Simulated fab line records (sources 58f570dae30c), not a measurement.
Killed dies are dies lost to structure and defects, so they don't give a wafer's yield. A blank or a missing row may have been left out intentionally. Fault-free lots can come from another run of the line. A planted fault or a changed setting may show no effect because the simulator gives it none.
The tool behind it: which one? :: flow berkeley-cmos170 :: at 1 step of a route of 331, 6 lots with 18 wafers sampled

== WHAT THE GAUGES SHOWED, per wafer ==
UCB170_NLDD_OVL_MEAS_07.
lot: L611
measured: day 6 09:48
on: overlay-02
NLDD_OVL (nm): 0 -9 -6

lot: L613
measured: day 6 18:53
on: overlay-01
NLDD_OVL (nm): 2 9 -1

lot: L615
measured: day 7 09:41
on: overlay-02
NLDD_OVL (nm): 6 -8 -2

lot: L621
measured: day 8 20:00
on: overlay-01
NLDD_OVL (nm): -5 -6 -1

lot: L629
measured: day 9 23:32
on: overlay-02
NLDD_OVL (nm): -7 -17 -15

lot: L633
measured: day 10 21:16
on: overlay-02
NLDD_OVL (nm): -4 -13 -2

== WHICH TOOL RAN EACH LOT (tool, then ch and the chambers of the sampled wafers, then the start) ==
There is no process step in the record ahead of these readings.

== THE ANSWER, worked out from the rows above alone ==
Rule: the usual values come from the lots themselves. Put in order of their means at a reading, lots are off if they are a third of the lots or fewer, leave a main group of 4 or more, and stand apart from it by a gap of 3 or more times the standard deviation of the main group's means; of several such gaps the widest counts. Not used: any main group whose means are identical at the precision the tables above print for the reading. A lot without any number at a reading at which 4 lots or more have one is off too. The other lots that the step has rows for count as sound.
Across all readings shown, no lot is off: no conclusion can be drawn from this.

== WHAT WAS PUT IN BY THE SIMULATOR ==
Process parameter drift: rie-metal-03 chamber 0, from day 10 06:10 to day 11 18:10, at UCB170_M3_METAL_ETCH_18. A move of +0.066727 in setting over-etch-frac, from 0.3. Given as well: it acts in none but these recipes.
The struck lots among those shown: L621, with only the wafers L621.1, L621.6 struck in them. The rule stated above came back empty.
